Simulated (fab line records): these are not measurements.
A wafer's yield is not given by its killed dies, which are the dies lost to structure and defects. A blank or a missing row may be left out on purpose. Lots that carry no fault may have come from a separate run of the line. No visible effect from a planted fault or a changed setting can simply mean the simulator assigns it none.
fab line records	flow rit_cmos
[record] lots = 6	wafers = 18	last_day = 8
route steps=202 shown GATE@75 FOX2@80 M1@202
lots with no fault: from the same line, run without faults
start_h: start of the lot's first displayed wafer, in hours after the record's first day	wait_h: time in hours since the lot's previous step	" as in the row above	L1.1+2: a row that stands for several wafers	- value missing, or start not given	* or withheld: withheld	< > ~ a bound
route shown NAME@n: names a module that has steps shown in the file, with the first one's number in the route	usual: the fault-free wafers' mean and standard deviation	same: alike in all rows	chamber/n: place in a boat	sites: readings site by site	_std_site: standard deviation across them	_edge_site: inner sites' mean taken away from outer sites' mean	radius_mm: for every site, how far away it sits from the centre of the wafer	mask NAME#n: copy n	behind: tool/chamber where the wafer was last shaped	hold: the reason the lot was held/the length of the hold in hours/how it ended	device: names the non-switching transistor (n, p or np)	end of line: the route-end tests of the same wafers	where a step has no rows: the recipe by itself	killed: not the wafer's yield, but the dies lost to structure and defects at the first sort	map: dies across one wafer; x = killed, . = not, _ = none there
set.NAME: the setting the step ran with; set.NAME@STEP: the setting that earlier step ran with	model.NAME: the simulator's own value behind a step, which no gauge read
lots at some steps of the route; a table a step, a row a wafer
services: the hour from which a tool's chamber was out of use, counted from the record's first day as start_h (under 0 if before that day), plus the number of hours and why
[[steps]]
[step RIT_GATE_WET_ETCH_00]
[recipe] chemistry = BOE	target = SiO2	target_depth_nm = 56	time_s = 60	dry = n2_spin	dilution = 10:1	temp_c = 21.5
[step RIT_GATE_CLEAN_01]
[recipe] chemistry = SC1	mix = 3:3:50	time_s = 600	temp_c = 75
[step RIT_GATE_CLEAN_02]
[recipe] chemistry = dHF	dilution = 50:1	time_s = 30
[step RIT_GATE_CLEAN_03]
[recipe] chemistry = SC2	mix = 3:3:50	time_s = 600	temp_c = 75	dry = n2_spin
[step RIT_GATE_CLEAN_04]
[recipe] chemistry = dHF	dilution = 50:1	time_s = 60	dry = n2_spin
[step RIT_FOX2_THK_MEAS_91]
[recipe] reads = SiO2_of_FOX2_OXIDATION_00
[usual] FIELD_OXIDE_LEFT_2_THK = 257/7.1
lot.wafer	tool	chamber	start_h	wait_h	FIELD_OXIDE_LEFT_2_THK[nm]
L163.1	film_metro-04	-	102.37	0.0	251
L163.2	"	-	"	"	251
L163.4	"	-	"	"	245
L164.3	film_metro-04	-	108.80	0.0	252
L164.4	"	-	"	"	254
L164.6	"	-	"	"	259
L165.1	film_metro-03	-	113.79	0.0	252
L165.2	"	-	"	"	248
L165.6	"	-	"	"	249
L166.1	film_metro-03	-	120.25	0.0	258
L166.2	"	-	"	"	258
L166.5	"	-	"	"	258
L169.1	film_metro-02	-	134.82	0.0	254
L169.5	"	-	"	"	255
L169.6	"	-	"	"	254
L172.1	film_metro-02	-	166.17	0.0	251
L172.5	"	-	"	"	249
L172.6	"	-	"	"	249
[step RIT_GATE_OXIDATION_05]
[recipe] temp_c = 900	ambient = O2	target_thk_a = 30	ox_time_s = 270
[step RIT_GATE_ANNEAL_06]
[recipe] temp_c = 900	time_s = 600	ambient = N2O
[step RIT_GATE_THK_MEAS_07]
[recipe] reads = SiO2_of_GATE_OXIDATION_05
[usual] GATE_OXIDE_THK = 3.01/0.061
lot.wafer	tool	chamber	start_h	wait_h	GATE_OXIDE_THK[nm]
L163.1	film_metro-02	-	104.24	0.0	2.98
L163.2	"	-	"	"	2.98
L163.4	"	-	"	"	2.98
L164.3	film_metro-02	-	110.99	0.0	3.09
L164.4	"	-	"	"	3.05
L164.6	"	-	"	"	3.06
L165.1	film_metro-04	-	116.30	0.0	3.02
L165.2	"	-	"	"	3.00
L165.6	"	-	"	"	2.98
L166.1	film_metro-03	-	129.61	0.0	2.94
L166.2	"	-	"	"	2.98
L166.5	"	-	"	"	3.02
L169.1	film_metro-03	-	149.01	0.0	3.00
L169.5	"	-	"	"	3.02
L169.6	"	-	"	"	3.02
L172.1	film_metro-03	-	175.06	0.0	2.92
L172.5	"	-	"	"	2.92
L172.6	"	-	"	"	2.99
[step RIT_GATE_CVD_08]
[recipe] material = poly-Si	target_thk_nm = 250	temp_c = 610	precursor = SiH4	time_s = 2220	pressure_mtorr = 300	sih4_flow_sccm = 100
[step RIT_GATE_THK_MEAS_09]
[recipe] reads = poly-Si_of_GATE_CVD_08
[usual] GATE_POLY_THK = 250.4/2
lot.wafer	tool	chamber	start_h	wait_h	GATE_POLY_THK[nm]
L163.1	film_metro-02	-	106.72	0.0	251.4
L163.2	"	-	"	"	252.3
L163.4	"	-	"	"	251.3
L164.3	film_metro-04	-	112.66	0.0	251.5
L164.4	"	-	"	"	250.5
L164.6	"	-	"	"	252.4
L165.1	film_metro-03	-	117.98	0.0	247.0
L165.2	"	-	"	"	244.4
L165.6	"	-	"	"	245.8
L166.1	film_metro-04	-	131.28	0.0	248.6
L166.2	"	-	"	"	248.0
L166.5	"	-	"	"	250.0
L169.1	film_metro-03	-	150.69	0.0	252.5
L169.5	"	-	"	"	251.9
L169.6	"	-	"	"	249.9
L172.1	film_metro-04	-	177.54	0.0	251.3
L172.5	"	-	"	"	251.6
L172.6	"	-	"	"	251.1
[step RIT_GATE_HMDS_10]
[recipe] prime_time_s = 60	prime_temp_c = 140
[step RIT_GATE_COAT_11]
[recipe] resist = NOVOLAK	spin_rpm = 4250	resist_thk_nm = 850
[usual] resist_line_temp_C = 23.00/0.1
lot.wafer	tool	chamber	start_h	wait_h	resist_line_temp_C	model.NOVOLAK_of_GATE_COAT_11.thk_nm
L163.1	litho_track-02	0	106.93	0.1	22.94	849.4
L163.2	"	0	"	"	23.07	851.1
L163.4	"	0	"	"	22.90	850.2
L164.3	litho_track-04	0	112.90	0.1	23.01	851.8
L164.4	"	0	"	"	23.15	850.9
L164.6	"	0	"	"	23.07	849.7
L165.1	litho_track-02	0	118.29	0.1	23.32	467
L165.2	"	0	"	"	23.06	468.4
L165.6	"	0	"	"	23.24	468.3
L166.1	litho_track-02	0	131.49	0.1	22.97	468.2
L166.2	"	0	"	"	23.01	469.3
L166.5	"	0	"	"	23.14	467.8
L169.1	litho_track-04	0	150.90	0.1	22.87	853.1
L169.5	"	0	"	"	22.78	851
L169.6	"	0	"	"	22.91	850.4
L172.1	litho_track-01	0	177.75	0.1	22.93	851
L172.5	"	0	"	"	23.12	849.2
L172.6	"	0	"	"	23.17	847.7
[step RIT_GATE_SOFTBAKE_12]
[recipe] resist = NOVOLAK	temp_c = 90	time_s = 60
[step RIT_GATE_EXPOSE_13]
[recipe] mask_id = M6	na = 0.6	source_shape = conventional	sigma_outer = 0.6	target_cd_nm = 150	dose_mj = 385
[step RIT_GATE_PEB_14]
[recipe] resist = NOVOLAK	temp_c = withheld	time_s = withheld
[step RIT_GATE_DEVELOP_15]
[recipe] resist = NOVOLAK	develop_time_s = 50	dev_temp_c = 23.72
[usual] resist_line_temp_C = 23.01/0.12
lot.wafer	tool	chamber	start_h	wait_h	resist_line_temp_C	model.GATE.cd_nm
L163.1	litho_track-04	0	-	-	23.22	151.2
L163.2	"	0	"	"	23.15	150.8
L163.4	"	0	"	"	23.07	149.8
L164.3	litho_track-04	0	-	-	22.78	147.2
L164.4	"	0	"	"	23.06	144.8
L164.6	"	0	"	"	22.93	148.4
L165.1	litho_track-01	0	-	-	23.11	59.9
L165.2	"	0	"	"	23.23	59.48
L165.6	"	0	"	"	22.93	61.31
L166.1	litho_track-04	0	-	-	22.98	61.86
L166.2	"	0	"	"	22.97	61.6
L166.5	"	0	"	"	22.87	59.77
L169.1	litho_track-04	0	-	-	23.06	146.4
L169.5	"	0	"	"	22.93	147.7
L169.6	"	0	"	"	23.12	147.5
L172.1	litho_track-01	0	-	-	22.92	153.9
L172.5	"	0	"	"	22.79	152.8
L172.6	"	0	"	"	22.87	152.5
[step RIT_GATE_CD_MEAS_16]
[recipe] target_cd_nm = 150
[usual] cd_nm = 150.1/2.4
lot.wafer	tool	chamber	start_h	wait_h	cd_nm
L163.1	cd_sem-01	-	107.63	-	151.5
L163.2	"	-	"	"	150.5
L163.4	"	-	"	"	150.1
L164.3	cd_sem-02	-	113.59	-	147.2
L164.4	"	-	"	"	144.6
L164.6	"	-	"	"	148.6
L165.1	cd_sem-01	-	119.11	-	59.9
L165.2	"	-	"	"	59.5
L165.6	"	-	"	"	61.1
L166.1	cd_sem-02	-	132.44	-	61.7
L166.2	"	-	"	"	61.6
L166.5	"	-	"	"	59.7
L169.1	cd_sem-02	-	151.72	-	146.2
L169.5	"	-	"	"	147.7
L169.6	"	-	"	"	147.5
L172.1	cd_sem-01	-	178.58	-	154.0
L172.5	"	-	"	"	152.6
L172.6	"	-	"	"	152.5
[step RIT_GATE_OVL_MEAS_17]
[usual] GATE_OVL = 0.8/1.2
lot.wafer	tool	chamber	start_h	wait_h	GATE_OVL[nm]
L163.1	overlay-01	-	107.75	0.1	1.1
L163.2	"	-	"	"	2.2
L163.4	"	-	"	"	1.8
L164.3	overlay-01	-	113.69	0.1	0.1
L164.4	"	-	"	"	1.6
L164.6	"	-	"	"	0.0
L165.1	overlay-02	-	119.23	0.1	-1.6
L165.2	"	-	"	"	-1.9
L165.6	"	-	"	"	0.6
L166.1	overlay-02	-	132.56	0.1	1.5
L166.2	"	-	"	"	1.7
L166.5	"	-	"	"	3.1
L169.1	overlay-02	-	151.84	0.1	0.2
L169.5	"	-	"	"	1.4
L169.6	"	-	"	"	1.3
L172.1	overlay-02	-	178.70	0.1	-0.2
L172.5	"	-	"	"	0.0
L172.6	"	-	"	"	0.3
[step RIT_GATE_HARDBAKE_18]
[recipe] resist = NOVOLAK	temp_c = 140	time_s = 60
[step RIT_GATE_ETCH_19]
[recipe] chemistry = SF6/CHF3/O2	time_s = 165	SF6_flow_sccm = 30	CHF3_flow_sccm = 30	O2_flow_sccm = 5	target = poly-Si	pressure_mtorr = 40	rf_w = 160	target_depth_a = 3125	over_etch_frac = 0.25	stop_on = SiO2
[usual] drypump_motor_current_A = 5.6/0.32	oes_product_au = 0.841/0.013	rf_fwd_power_W = 159.5/0.62	throttle_valve_pct = 10.18/0.22
[same] time_s = 165
lot.wafer	tool	chamber	start_h	wait_h	drypump_motor_current_A	oes_product_au	rf_fwd_power_W	rf_hours_counter_h	throttle_valve_pct	model.NOVOLAK_of_GATE_COAT_11.thk_nm	model.GATE.cd_nm
L163.1	rie_si-01	2	107.99	0.1	5.4	0.861	160.0	1	10.00	668.3	151.3
L163.2	"	1	"	"	5.4	0.851	159.4	4	10.00	668	150.6
L163.4	"	3	"	"	5.4	0.835	160.1	1	10.53	670	149.7
L164.3	rie_si-02	1	113.86	0.1	5.6	0.832	158.7	96	9.97	672.4	147.1
L164.4	"	0	"	"	5.3	0.853	158.2	-	10.35	670.9	144.8
L164.6	"	3	"	"	6.3	0.829	159.8	-	10.16	672.9	148.4
L165.1	rie_si-01	0	119.42	0.1	6.0	0.835	160.1	56	10.41	337.6	59.98
L165.2	"	2	"	"	5.3	0.841	160.1	1	9.98	334.3	59.7
L165.6	"	0	"	"	6.0	0.841	160.1	-	10.41	338.6	61.48
L166.1	rie_si-02	1	132.74	0.1	5.6	0.829	159.4	96	9.97	337	61.93
L166.2	"	2	"	"	5.4	0.834	159.0	0	10.07	338.1	61.71
L166.5	"	2	"	"	5.4	0.839	159.2	-	10.06	336.4	59.8
L169.1	rie_si-01	1	152.03	0.1	5.4	0.852	160.4	4	9.98	668.6	146.3
L169.5	"	3	"	"	5.4	0.828	159.3	-	10.54	670.2	147.7
L169.6	"	2	"	"	5.3	0.860	159.3	-	9.98	669.6	147.6
L172.1	rie_si-01	1	178.88	0.1	5.4	0.852	159.3	4	9.99	667.1	153.8
L172.5	"	2	"	"	5.4	0.858	160.8	-	9.98	667.3	152.8
L172.6	"	3	"	"	5.4	0.832	159.4	-	10.53	666.7	152.5
[step RIT_GATE_STRIP_20]
[recipe] chemistry = O2	time_s = 180	resist = NOVOLAK	platen_temp_c = withheld	power_w = 500	pressure_mtorr = 4000	o2_flow_sccm = 4000
[usual] drypump_motor_current_A = 5.5/0.32
[same] time_s = 180
lot.wafer	tool	chamber	start_h	wait_h	drypump_motor_current_A	rf_hours_counter_h
L163.1	plasma_asher-01	0	108.10	0.1	5.8	45
L163.2	"	1	"	"	5.3	45
L163.4	"	1	"	"	5.3	-
L164.3	plasma_asher-04	0	114.03	0.1	5.2	-
L164.4	"	1	"	"	5.4	-
L164.6	"	1	"	"	5.3	-
L165.1	plasma_asher-04	0	119.53	0.1	5.2	36
L165.2	"	1	"	"	5.4	36
L165.6	"	0	"	"	5.2	-
L166.1	plasma_asher-04	1	132.91	0.1	5.3	37
L166.2	"	0	"	"	5.2	37
L166.5	"	0	"	"	5.2	-
L169.1	plasma_asher-04	0	152.14	0.1	5.2	38
L169.5	"	0	"	"	5.2	-
L169.6	"	1	"	"	5.4	-
L172.1	plasma_asher-01	0	178.99	0.1	5.7	51
L172.5	"	0	"	"	5.8	-
L172.6	"	1	"	"	5.3	-
[step RIT_M1_PROBE_99]
[usual] killed_at_contacts = 0.1/0.25	killed_at_front_end = 7/3.3	killed_dies = 7/3.2	killed_on_rim = 1.9/1.5	killed_open = 3.6/2.2	killed_short = 3.5/2
[same] gross_dies = 264	killed_at_M0_to_M3 = 0	killed_at_M4_up = 0	killed_at_back_side = 0	killed_at_other = 0
lot.wafer	tool	chamber	start_h	wait_h	killed_at_contacts	killed_at_front_end	killed_dies	killed_on_rim	killed_open	killed_short
L163.1	prober-02	-	128.05	0.1	0	12	12	2	5	7
L163.2	prober-02	-	128.10	0.1	0	6	6	1	3	3
L163.4	prober-02	-	128.20	0.2	0	15	15	7	6	9
L164.3	prober-01	-	134.10	0.2	0	10	10	4	9	1
L164.4	prober-01	-	134.15	0.2	0	4	4	0	0	4
L164.6	prober-01	-	134.25	0.2	0	7	7	2	2	5
L165.1	prober-02	-	140.84	0.1	0	264	264	70	7	8
L165.2	prober-02	-	140.89	0.1	0	264	264	70	1	3
L165.6	prober-02	-	141.09	0.2	0	264	264	70	6	5
L166.1	prober-01	-	154.76	0.1	1	263	264	70	7	8
L166.2	prober-01	-	154.81	0.1	0	264	264	70	6	12
L166.5	prober-01	-	154.96	0.2	0	264	264	70	7	3
L169.1	prober-02	-	178.61	0.1	0	10	10	3	5	5
L169.5	prober-02	-	178.81	0.2	0	1	1	0	1	0
L169.6	prober-02	-	178.86	0.2	1	3	4	2	2	2
L172.1	prober-01	-	200.62	0.1	1	5	6	2	3	3
L172.5	prober-01	-	200.82	0.2	0	3	3	1	2	1
L172.6	prober-01	-	200.87	0.2	0	5	5	1	4	1
// killed by level:class
L163.1 GATE:geometric_particle:short=5 GATE:geometric_particle:open=4 REOX:geometric_particle:open=1 REOX:geometric_particle:short=1 SPACER:geometric_particle:short=1
L163.2 GATE:geometric_particle:open=3 SPACER:geometric_particle:short=2 GATE:geometric_particle:short=1
L163.4 GATE:geometric_particle:short=5 GATE:geometric_particle:open=5 REOX:geometric_particle:short=2 SPACER:geometric_particle:short=2 REOX:geometric_particle:open=1
L164.3 SPACER:geometric_particle:open=5 GATE:geometric_particle:open=3 REOX:geometric_particle:open=1 SPACER:geometric_particle:short=1
L164.4 GATE:geometric_particle:short=3 SPACER:geometric_particle:short=1
L164.6 REOX:geometric_particle:short=3 GATE:geometric_particle:open=2 SPACER:geometric_particle:short=2
L165.1 GATE:area_expose=249 GATE:geometric_particle:open=7 GATE:geometric_particle:short=4 SILICIDE:geometric_particle:short=3 REOX:geometric_particle:short=1
L165.2 GATE:area_expose=260 GATE:geometric_particle:open=1 GATE:geometric_particle:short=1 REOX:geometric_particle:short=1 SPACER:geometric_particle:short=1
L165.6 GATE:area_expose=253 GATE:geometric_particle:short=3 GATE:geometric_particle:open=3 SPACER:geometric_particle:short=2 SPACER:geometric_particle:open=2 REOX:geometric_particle:open=1
L166.1 GATE:area_expose=249 GATE:geometric_particle:short=6 GATE:geometric_particle:open=3 SPACER:geometric_particle:open=2 SPACER:geometric_particle:short=2 REOX:geometric_particle:open=1 CONTACT:geometric_particle:open=1
L166.2 GATE:area_expose=246 GATE:geometric_particle:short=7 FOX2:geometric_particle:short=3 SPACER:geometric_particle:open=3 FOX2:geometric_particle:open=1 GATE:geometric_particle:open=1 REOX:geometric_particle:open=1 SPACER:geometric_particle:short=1
L166.5 GATE:area_expose=254 GATE:geometric_particle:open=3 ACTIVE:geometric_particle:open=1 GATE:geometric_particle:short=1 REOX:geometric_particle:open=1 SILICIDE:geometric_particle:open=1 REOX:geometric_particle:short=1 SPACER:geometric_particle:open=1
L169.1 FOX1:geometric_particle:short=2 FOX1:geometric_particle:open=2 GATE:geometric_particle:short=1 GATE:geometric_particle:open=1 SPACER:geometric_particle:open=1 SPACER:geometric_particle:short=1 SILICIDE:geometric_particle:short=1 SILICIDE:geometric_particle:open=1
L169.5 SILICIDE:geometric_particle:open=1
L169.6 CONTACT:geometric_particle:open=1 FOX1:geometric_particle:short=1 GATE:geometric_particle:open=1 REOX:geometric_particle:short=1
L172.1 FOX1:geometric_particle:short=2 FOX1:geometric_particle:open=1 FOX2:geometric_particle:open=1 GATE:geometric_particle:open=1 CONTACT:geometric_particle:short=1
L172.5 FOX1:geometric_particle:short=1 GATE:geometric_particle:open=1 SPACER:geometric_particle:open=1
L172.6 FOX1:geometric_particle:short=1 FOX1:geometric_particle:open=1 FOX2:geometric_particle:open=1 SPACER:geometric_particle:open=1 SILICIDE:geometric_particle:open=1
// map L165.1 (x killed, . not)
________xxxxxxx_______
_____xxxxxxxxxxxxx____
____xxxxxxxxxxxxxxx___
___xxxxxxxxxxxxxxxxx__
__xxxxxxxxxxxxxxxxxxx_
__xxxxxxxxxxxxxxxxxxx_
_xxxxxxxxxxxxxxxxxxxxx
_xxxxxxxxxxxxxxxxxxxxx
_xxxxxxxxxxxxxxxxxxxxx
_xxxxxxxxxxxxxxxxxxxxx
__xxxxxxxxxxxxxxxxxxx_
__xxxxxxxxxxxxxxxxxxx_
___xxxxxxxxxxxxxxxxx__
____xxxxxxxxxxxxxxx___
_____xxxxxxxxxxxxx____
________xxxxxxx_______
// map L166.1 (x killed, . not)
________xxxxxxx_______
_____xxxxxxxxxxxxx____
____xxxxxxxxxxxxxxx___
___xxxxxxxxxxxxxxxxx__
__xxxxxxxxxxxxxxxxxxx_
__xxxxxxxxxxxxxxxxxxx_
_xxxxxxxxxxxxxxxxxxxxx
_xxxxxxxxxxxxxxxxxxxxx
_xxxxxxxxxxxxxxxxxxxxx
_xxxxxxxxxxxxxxxxxxxxx
__xxxxxxxxxxxxxxxxxxx_
__xxxxxxxxxxxxxxxxxxx_
___xxxxxxxxxxxxxxxxx__
____xxxxxxxxxxxxxxx___
_____xxxxxxxxxxxxx____
________xxxxxxx_______
[[services]]
tool	chamber	start_h	hours	kind
rie_si-02	0	104.75	1.0	repair
rie_si-02	2	112.98	-	clean
rie_si-02	2	112.98	14.4	scheduled_down
rie_si-02	2	112.98	14.4	vent_cycle
rie_si-02	3	130.52	-	clean
rie_si-02	3	130.52	17.3	scheduled_down
rie_si-02	3	130.52	17.3	vent_cycle
rie_si-02	0	132.73	1.9	repair
plasma_asher-04	-	142.29	2.6	repair
[[key]]
[first_sign] step = RIT_GATE_CD_MEAS_16	reading = cd_nm	direction = down	sigmas = 37	usual = 150.1	struck = 60.6
[effect] step = RIT_M1_PROBE_99	reading = killed_dies	direction = up	sigmas = 79	usual = 7	struck = 264
[model_effect] step = RIT_GATE_COAT_11	value = NOVOLAK_of_GATE_COAT_11.thk_nm	without = 851.2	struck = 468.2
[model_effect] step = RIT_GATE_DEVELOP_15	value = GATE.cd_nm	without = 149.6	struck = 60.65
[model_effect] step = RIT_GATE_ETCH_19	value = NOVOLAK_of_GATE_COAT_11.thk_nm	without = 672.7	struck = 337
[more_kills_born_at] RIT_GATE_EXPOSE_13@iline_stepper-02 = 762	RIT_GATE_EXPOSE_13@iline_stepper-01 = 749
met_at RIT_GATE_COAT_11
struck_wafers L165.1,L165.2,L165.6,L166.1,L166.2,L166.5
later_rows_left_out L165.1,L165.2,L165.6,L166.1,L166.2,L166.5
tester_left_out L165,L166
onset_between 106.93 118.29
[fault] kind = process_parameter_drift	tool = litho_track-02	chamber = -	onset_h = 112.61	steps = RIT_GATE_COAT_11	channel = resist_thk_nm	offset = -382.5	shape = step	end_h = 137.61	acts_in = these_recipes_only	stated = 850
// tester_left_out: of these lots the tester's yield and bins aren't shown, on N5 and GAA mostly nor the transistor test; their killed dies are dies lost to structure and defects alone, not to doping, threshold or leakage, so they don't give the yield
// later_rows_left_out: the simulator's readings of these wafers behind a module that went badly wrong aren't trusted and aren't shown, but for the sort
